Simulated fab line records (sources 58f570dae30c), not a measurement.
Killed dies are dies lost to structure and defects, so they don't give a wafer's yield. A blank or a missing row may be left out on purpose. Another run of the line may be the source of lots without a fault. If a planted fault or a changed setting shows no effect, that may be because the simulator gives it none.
Split-lot experiment || flow berkeley_cmos170 || 23 wafers read from 5 lots, route of 331 steps

THE SPLIT ITSELF
At UCB170_CONTACT_ETCH_18 (etches PSG in CHF3/CF4/Ar, stops on TiSi2, target depth 840 nm, time 195 s), the setting time_s was moved away from the recipe's 195 s on 7 of the 23 wafers read, by -13.6% to +14.1%. This setting was run at the recipe's value on the other wafers.

The split's own step is where the reading is taken.

THE READING
KrF_of_CONTACT_COAT_10.thk_nm (the simulator's own value, which no gauge read), in nm, at UCB170_CONTACT_ETCH_18 (etches PSG in CHF3/CF4/Ar, stops on TiSi2, target depth 840 nm, time 195 s). The file gives no usual value for it. The 16 wafers here that ran the recipe average 691.4 nm, standard deviation 2.8 nm.

{"wafer": "L074.1", "tool, chamber at the split": "rie_diel-04, 2", "time_s as run, s": 195, "against the recipe": "recipe", "KrF_of_CONTACT_COAT_10.thk_nm, nm": 691.8, "against lot-mates on the recipe": "-"}
{"wafer": "L074.5", "tool, chamber at the split": "rie_diel-04, 1", "time_s as run, s": 195, "against the recipe": "recipe", "KrF_of_CONTACT_COAT_10.thk_nm, nm": 690.8, "against lot-mates on the recipe": "-"}
{"wafer": "L074.6", "tool, chamber at the split": "rie_diel-04, 0", "time_s as run, s": 195, "against the recipe": "recipe", "KrF_of_CONTACT_COAT_10.thk_nm, nm": 692.8, "against lot-mates on the recipe": "-"}
{"wafer": "L076.1", "tool, chamber at the split": "rie_diel-02, 2", "time_s as run, s": 195, "against the recipe": "recipe", "KrF_of_CONTACT_COAT_10.thk_nm, nm": 692.7, "against lot-mates on the recipe": "-"}
{"wafer": "L076.3", "tool, chamber at the split": "rie_diel-02, 1", "time_s as run, s": 195, "against the recipe": "recipe", "KrF_of_CONTACT_COAT_10.thk_nm, nm": 696.8, "against lot-mates on the recipe": "-"}
{"wafer": "L076.4", "tool, chamber at the split": "rie_diel-02, 3", "time_s as run, s": 195, "against the recipe": "recipe", "KrF_of_CONTACT_COAT_10.thk_nm, nm": 691.6, "against lot-mates on the recipe": "-"}
{"wafer": "L076.5", "tool, chamber at the split": "rie_diel-02, 2", "time_s as run, s": 222.4, "against the recipe": "+14.1%", "KrF_of_CONTACT_COAT_10.thk_nm, nm": 667.9, "against lot-mates on the recipe": -25.8}
{"wafer": "L076.6", "tool, chamber at the split": "rie_diel-02, 1", "time_s as run, s": 222.4, "against the recipe": "+14.1%", "KrF_of_CONTACT_COAT_10.thk_nm, nm": 669.5, "against lot-mates on the recipe": -24.2}
{"wafer": "L079.2", "tool, chamber at the split": "rie_diel-03, 1", "time_s as run, s": 202.6, "against the recipe": "+3.9%", "KrF_of_CONTACT_COAT_10.thk_nm, nm": 685.2, "against lot-mates on the recipe": -7.3}
{"wafer": "L079.3", "tool, chamber at the split": "rie_diel-03, 0", "time_s as run, s": 195, "against the recipe": "recipe", "KrF_of_CONTACT_COAT_10.thk_nm, nm": 693.2, "against lot-mates on the recipe": "-"}
{"wafer": "L079.4", "tool, chamber at the split": "rie_diel-03, 0", "time_s as run, s": 195, "against the recipe": "recipe", "KrF_of_CONTACT_COAT_10.thk_nm, nm": 691.9, "against lot-mates on the recipe": "-"}
{"wafer": "L079.5", "tool, chamber at the split": "rie_diel-03, 3", "time_s as run, s": 202.6, "against the recipe": "+3.9%", "KrF_of_CONTACT_COAT_10.thk_nm, nm": 688.4, "against lot-mates on the recipe": -4.1}
{"wafer": "L079.6", "tool, chamber at the split": "rie_diel-03, 1", "time_s as run, s": 202.6, "against the recipe": "+3.9%", "KrF_of_CONTACT_COAT_10.thk_nm, nm": 682.7, "against lot-mates on the recipe": -9.8}
{"wafer": "L080.1", "tool, chamber at the split": "rie_diel-02, 0", "time_s as run, s": 168.5, "against the recipe": "-13.6%", "KrF_of_CONTACT_COAT_10.thk_nm, nm": 715.9, "against lot-mates on the recipe": "+26.6"}
{"wafer": "L080.2", "tool, chamber at the split": "rie_diel-02, 2", "time_s as run, s": 195, "against the recipe": "recipe", "KrF_of_CONTACT_COAT_10.thk_nm, nm": 689.3, "against lot-mates on the recipe": "-"}
{"wafer": "L080.3", "tool, chamber at the split": "rie_diel-02, 3", "time_s as run, s": 195, "against the recipe": "recipe", "KrF_of_CONTACT_COAT_10.thk_nm, nm": 686.5, "against lot-mates on the recipe": "-"}
{"wafer": "L080.4", "tool, chamber at the split": "rie_diel-02, 1", "time_s as run, s": 195, "against the recipe": "recipe", "KrF_of_CONTACT_COAT_10.thk_nm, nm": 692, "against lot-mates on the recipe": "-"}
{"wafer": "L080.6", "tool, chamber at the split": "rie_diel-02, 1", "time_s as run, s": 168.5, "against the recipe": "-13.6%", "KrF_of_CONTACT_COAT_10.thk_nm, nm": 720.1, "against lot-mates on the recipe": "+30.8"}
{"wafer": "L083.1", "tool, chamber at the split": "rie_diel-02, 0", "time_s as run, s": 195, "against the recipe": "recipe", "KrF_of_CONTACT_COAT_10.thk_nm, nm": 691.1, "against lot-mates on the recipe": "-"}
{"wafer": "L083.2", "tool, chamber at the split": "rie_diel-02, 2", "time_s as run, s": 195, "against the recipe": "recipe", "KrF_of_CONTACT_COAT_10.thk_nm, nm": 690.1, "against lot-mates on the recipe": "-"}
{"wafer": "L083.3", "tool, chamber at the split": "rie_diel-02, 3", "time_s as run, s": 195, "against the recipe": "recipe", "KrF_of_CONTACT_COAT_10.thk_nm, nm": 685.2, "against lot-mates on the recipe": "-"}
{"wafer": "L083.4", "tool, chamber at the split": "rie_diel-02, 1", "time_s as run, s": 195, "against the recipe": "recipe", "KrF_of_CONTACT_COAT_10.thk_nm, nm": 695.9, "against lot-mates on the recipe": "-"}
{"wafer": "L083.5", "tool, chamber at the split": "rie_diel-02, 3", "time_s as run, s": 195, "against the recipe": "recipe", "KrF_of_CONTACT_COAT_10.thk_nm, nm": 690.2, "against lot-mates on the recipe": "-"}

FIT RESULTS
A straight line over all 23 wafers: KrF_of_CONTACT_COAT_10.thk_nm changes by -1.77 nm for each +1% of time_s; r = -0.97; the points scatter about the line by 2.9 nm.
The same after taking each lot's own level away (the mean of its wafers on the recipe; 23 wafers): -1.94 nm for each +1%; r = -0.98; scatter 2.5 nm.
Per that fit: largest time_s move, reading shift of 27 nm.
Measured against the standard deviation above, the lots' own levels, which go from 689.27 to 693.70 nm, span 1.6 times it.
Consequently the slope shifts little with the lot-to-lot level, the two slopes agreeing.
Check: for one of the wafers moved furthest among these (+14.1%), held out of the fit, the line's prediction against its lot-mates is -27.2 nm. Against them it came out at -25.8 nm.

FURTHER SPLITS ON THESE WAFERS
Before the reading, these wafers also passed through other splits. Each is held against what the fit with the lots' levels taken away leaves over:
{"other split on the same wafers": "UCB170_CONTACT_EXPOSE_12 dose_mj", "wafers away from the commonest value": 8, "r with KrF_of_CONTACT_COAT_10.thk_nm (lot level and that fit taken away)": "+0.14"}

THE FILE'S OWN FIT
KrF_of_CONTACT_COAT_10.thk_nm changes by -1.94 nm for each +1% of time_s, r = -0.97.
